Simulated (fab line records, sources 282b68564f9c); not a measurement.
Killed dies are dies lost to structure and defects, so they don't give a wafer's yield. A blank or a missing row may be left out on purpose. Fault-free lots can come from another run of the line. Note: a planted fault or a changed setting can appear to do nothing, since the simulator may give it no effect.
The tool behind it: which one?	flow rit cmos	Sampling: 14 lots, 42 wafers, 3 of 202 route steps

## WHAT THE GAUGES SHOWED, per wafer
RIT_NRETRO_OVL_MEAS_06.
lot	measured	on	NRETRO_OVL (nm)
L168	day 2 11:31	overlay-02	0.5 0.5 0.1
L170	day 2 22:07	overlay-01	1.6 1.0 1.0
L171	day 3 03:05	overlay-01	0.2 -1.7 0.9
L172	day 3 10:05	overlay-01	-0.4 -1.0 -0.6
L173	day 3 15:08	overlay-01	-0.2 -0.1 -0.9
L174	day 3 19:58	overlay-02	0.3 0.6 -0.1
L180	day 5 02:18	overlay-02	-2.6 -2.8 -1.5
L181	day 5 07:36	overlay-01	2.8 2.0 1.9
L182	day 5 11:23	overlay-01	-0.2 -1.7 -0.7
L183	day 5 16:21	overlay-02	2.5 1.1 0.9
L186	day 6 05:36	overlay-02	0.2 1.0 0.3
L187	day 6 16:08	overlay-01	0.7 -0.3 -0.8
L189	day 6 21:22	overlay-02	2.0 0.8 1.2
L190	day 7 03:56	overlay-01	-1.8 -1.2 -0.8

RIT_CONTACT_THK_MEAS_01.
lot	measured	on	CONTACT_TEOS_THK (nm)
L168	day 3 10:41	film metro-01	404 402 406
L170	day 3 19:53	film metro-02	394 406 407
L171	day 4 02:48	film metro-04	399 404 406
L172	day 4 08:26	film metro-04	402 399 401
L173	day 4 15:13	film metro-02	393 392 396
L174	day 4 20:43	film metro-04	401 400 411
L180	day 6 01:14	film metro-02	401 511 412
L181	day 6 08:11	film metro-02	400 394 401
L182	day 6 13:54	film metro-02	399 509 519
L183	day 6 15:48	film metro-01	393 395 391
L186	day 7 05:10	film metro-04	398 396 403
L187	day 7 12:47	film metro-04	402 403 404
L189	day 8 08:23	film metro-02	401 399 405
L190	day 8 12:57	film metro-04	400 399 399

## EACH LOT AND THE TOOL THAT RAN IT (in order: tool; ch and the chambers of the sampled wafers; start)
lot	RIT_CONTACT_CVD_00
L168	pecvd-01 ch 0,1, day 3 10:38
L170	pecvd-03 ch 0,1,2, day 3 19:50
L171	pecvd-01 ch 0,1, day 4 02:45
L172	pecvd-04 ch 0,1,2, day 4 08:23
L173	pecvd-03 ch 0,1,2, day 4 15:10
L174	pecvd-01 ch 1,2, day 4 20:40
L180	pecvd-01 ch 0,1,2, day 6 01:11
L181	pecvd-03 ch 0,1, day 6 08:08
L182	pecvd-01 ch 0,2, day 6 13:51
L183	pecvd-04 ch 0,1,2, day 6 15:45
L186	pecvd-03 ch 0,2, day 7 05:07
L187	pecvd-04 ch 0,1,2, day 7 12:43
L189	pecvd-03 ch 0,2, day 8 08:20
L190	pecvd-04 ch 0,1,2, day 8 12:54
- RIT_CONTACT_CVD_00: deposits SiO2 from TEOS, target thk 400 nm, time 61 s.

## AS READ BY THE TOOLS THEMSELVES (means over the sampled wafers that have a number; for cases with no such wafer, the mark the record gives instead)
RIT_CONTACT_CVD_00.
lot	tool	heater power w (W)	run length s (s)
L168	pecvd-01	290	88.5
L170	pecvd-03	318	89.1
L171	pecvd-01	311	88.4
L172	pecvd-04	312	89.1
L173	pecvd-03	344	88.9
L174	pecvd-01	336	88.8
L180	pecvd-01	333	94.1
L181	pecvd-03	311	88.7
L182	pecvd-01	351	99.5
L183	pecvd-04	301	88.9
L186	pecvd-03	358	89.0
L187	pecvd-04	312	88.9
L189	pecvd-03	381	89.0
L190	pecvd-04	301	89.4

## THE ANSWER, worked out from the rows above alone
Rule: usual is defined by the lots themselves. Put in order of their means at a reading, lots are off if they are a third of the lots or fewer, leave a main group of 4 or more, and stand apart from it by a gap of 3 or more times the standard deviation of the main group's means; of several such gaps the widest counts. A main group is skipped when, at the precision printed for the reading in the tables above, its means are all equal. Also off: a lot with no number at a reading for which 4 or more lots have one. The other lots that the step has rows for count as sound. The gauges are gone through in route order, then the tools' own readings, and for those a lot's mean is taken as printed above. The first step at which some lot is off is used, and at that step the reading that is off furthest; a lot without a number counts as furthest.
Off: at RIT_CONTACT_THK_MEAS_01 (CONTACT_TEOS_THK), L180, L182. Mean 400 nm and standard deviation 3.6 in the main group.
A tool fits if, at a process step before that reading, it ran every lot that is off, and no sound lot after the first of them. The gauges at RIT_CONTACT_THK_MEAS_01 aren't tried: what is off there is off at RIT_CONTACT_CVD_00 too, on other tools, and a gauge's error can't cause that. One candidate fits, namely pecvd-01 at RIT_CONTACT_CVD_00. A fault onset in the window from L174 (day 4 20:40, its last sound lot) to L180 (day 6 01:11, its first lot off) fits.
On the lots that are off, the tool's own readings at RIT_CONTACT_CVD_00 differ by more than 5 times the standard deviation of the sound lots' means, which bears it out; run length s reads 96.8 s there versus 88.9 s on the sound lots.

## WHAT THE SIMULATOR PUT IN
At RIT_CONTACT_CVD_00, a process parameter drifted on pecvd-01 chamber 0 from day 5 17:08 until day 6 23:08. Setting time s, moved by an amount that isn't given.
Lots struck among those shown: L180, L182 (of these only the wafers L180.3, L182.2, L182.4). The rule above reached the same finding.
